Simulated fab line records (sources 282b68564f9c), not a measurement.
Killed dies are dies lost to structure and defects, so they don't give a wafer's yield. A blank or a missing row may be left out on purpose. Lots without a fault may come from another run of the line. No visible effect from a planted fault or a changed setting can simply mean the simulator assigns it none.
Check for tools in common / flow rit_cmos / 14 lots and 42 wafers in the sample

## WHY IT WAS OPENED
At RIT_SPACER_THK_MEAS_04 the reading SPACER_NITRIDE_THK is flagged on 2 of 14 lots. Fault-free wafers read 251.2 nm, with a standard deviation of 2.4.
Rule: a lot is flagged in two cases, either no wafer of it has a number, or all its wafers with numbers fall more than 4 standard deviations from that mean. The rest of the lots are taken to be sound.

lot=L755; measured=day 3 03:14; on=film_metro-02; SPACER_NITRIDE_THK (nm), wafer by wafer=253.4 253.6 253.3; flag=
lot=L757; measured=day 3 09:30; on=film_metro-03; SPACER_NITRIDE_THK (nm), wafer by wafer=251.5 249.6 252.4; flag=
lot=L758; measured=day 3 13:20; on=film_metro-01; SPACER_NITRIDE_THK (nm), wafer by wafer=249.1 249.1 250.4; flag=
lot=L760; measured=day 4 02:01; on=film_metro-03; SPACER_NITRIDE_THK (nm), wafer by wafer=254.7 255.0 254.0; flag=
lot=L761; measured=day 4 11:19; on=film_metro-03; SPACER_NITRIDE_THK (nm), wafer by wafer=247.4 249.3 248.5; flag=
lot=L762; measured=day 4 15:10; on=film_metro-01; SPACER_NITRIDE_THK (nm), wafer by wafer=253.6 251.4 252.0; flag=
lot=L763; measured=day 4 15:11; on=film_metro-02; SPACER_NITRIDE_THK (nm), wafer by wafer=249.5 250.2 249.1; flag=
lot=L766; measured=day 5 11:05; on=film_metro-03; SPACER_NITRIDE_THK (nm), wafer by wafer=252.9 250.5 252.2; flag=
lot=L767; measured=day 5 13:55; on=film_metro-02; SPACER_NITRIDE_THK (nm), wafer by wafer=250.1 251.0 246.8; flag=
lot=L768; measured=day 5 21:38; on=film_metro-01; SPACER_NITRIDE_THK (nm), wafer by wafer=252.4 256.9 253.8; flag=
lot=L770; measured=day 6 03:15; on=film_metro-02; SPACER_NITRIDE_THK (nm), wafer by wafer=253.5 254.7 254.3; flag=
lot=L771; measured=day 6 08:20; on=film_metro-02; SPACER_NITRIDE_THK (nm), wafer by wafer=421.4 422.8 421.8; flag=FLAGGED
lot=L773; measured=day 6 23:47; on=film_metro-01; SPACER_NITRIDE_THK (nm), wafer by wafer=422.8 421.9 421.4; flag=FLAGGED
lot=L778; measured=day 7 21:24; on=film_metro-03; SPACER_NITRIDE_THK (nm), wafer by wafer=252.1 253.8 250.4; flag=
The mean of the flagged lots' numbers is 422.0 nm, +170.8 nm from the usual (+71 standard deviations).

## EACH LOT AND THE TOOL IT RAN ON
The record holds 1 process step before the reading, out of a route of 202 steps. Cell contents, in order: the tool; ch with the chambers the sampled wafers went through; the start.
lot=L755; flag=; RIT_SPACER_CVD_03=lpcvd-01 ch 1, day 3 00:22
lot=L757; flag=; RIT_SPACER_CVD_03=lpcvd-01 ch 1, day 3 07:35
lot=L758; flag=; RIT_SPACER_CVD_03=lpcvd-01 ch 1, day 3 11:23
lot=L760; flag=; RIT_SPACER_CVD_03=lpcvd-01 ch 1, day 4 00:06
lot=L761; flag=; RIT_SPACER_CVD_03=lpcvd-02 ch 1, day 4 09:23
lot=L762; flag=; RIT_SPACER_CVD_03=lpcvd-01 ch 0, day 4 13:15
lot=L763; flag=; RIT_SPACER_CVD_03=lpcvd-01 ch 1, day 4 13:15
lot=L766; flag=; RIT_SPACER_CVD_03=lpcvd-01 ch 1, day 5 08:11
lot=L767; flag=; RIT_SPACER_CVD_03=lpcvd-02 ch 0, day 5 11:59
lot=L768; flag=; RIT_SPACER_CVD_03=lpcvd-01 ch 1, day 5 19:43
lot=L770; flag=; RIT_SPACER_CVD_03=lpcvd-02 ch 0, day 6 01:20
lot=L771; flag=FLAGGED; RIT_SPACER_CVD_03=lpcvd-01 ch 0, day 6 06:25
lot=L773; flag=FLAGGED; RIT_SPACER_CVD_03=lpcvd-01 ch 0, day 6 21:51
lot=L778; flag=; RIT_SPACER_CVD_03=lpcvd-02 ch 1, day 7 19:29
These steps, and what they do:
- RIT_SPACER_CVD_03: deposits Si3N4 from SiH2Cl2/NH3, target thk 250 nm, time 3300 s.
- RIT_SPACER_THK_MEAS_04

## FLAGGED OVER TOTAL, TOOL BY TOOL (the gauges that took the reading come last)
step=RIT_SPACER_CVD_03; tool=lpcvd-01; lots run=10; flagged=2; share of the flagged lots=all; sound lots run after its first flagged lot=0
step=RIT_SPACER_CVD_03; tool=lpcvd-02; lots run=4; flagged=0; share of the flagged lots=none; sound lots run after its first flagged lot=-
step=RIT_SPACER_THK_MEAS_04; tool=film_metro-01; lots run=4; flagged=1; share of the flagged lots=some; sound lots run after its first flagged lot=0
step=RIT_SPACER_THK_MEAS_04; tool=film_metro-02; lots run=5; flagged=1; share of the flagged lots=some; sound lots run after its first flagged lot=0
step=RIT_SPACER_THK_MEAS_04; tool=film_metro-03; lots run=5; flagged=0; share of the flagged lots=none; sound lots run after its first flagged lot=-

## WHAT IS ALLOWED BY THE TABLE
In the table, 1 row covers all flagged lots: lpcvd-01 at RIT_SPACER_CVD_03.
- lpcvd-01 at RIT_SPACER_CVD_03 ran 10 lots, 2 of them flagged. It ran its last sound lot, L768, at day 5 19:43 and its first flagged lot, L771, at day 6 06:25: a fault with its onset between the two fits. Its own readings (spike_tc_centre_C, spike_tc_load_C, spike_tc_source_C, susceptor_temp_C, zone_power_load_pct, zone_power_source_pct) fall more than 4 standard deviations out on all wafers of the flagged lots.
lpcvd-01 at RIT_SPACER_CVD_03 is the single tool remaining.

## WHAT THE SIMULATOR HAD PUT IN
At RIT_SPACER_CVD_03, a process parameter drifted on lpcvd-01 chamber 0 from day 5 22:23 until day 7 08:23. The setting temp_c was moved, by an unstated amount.
Struck lots among those shown: L771, L773. The rule given above showed the same thing.
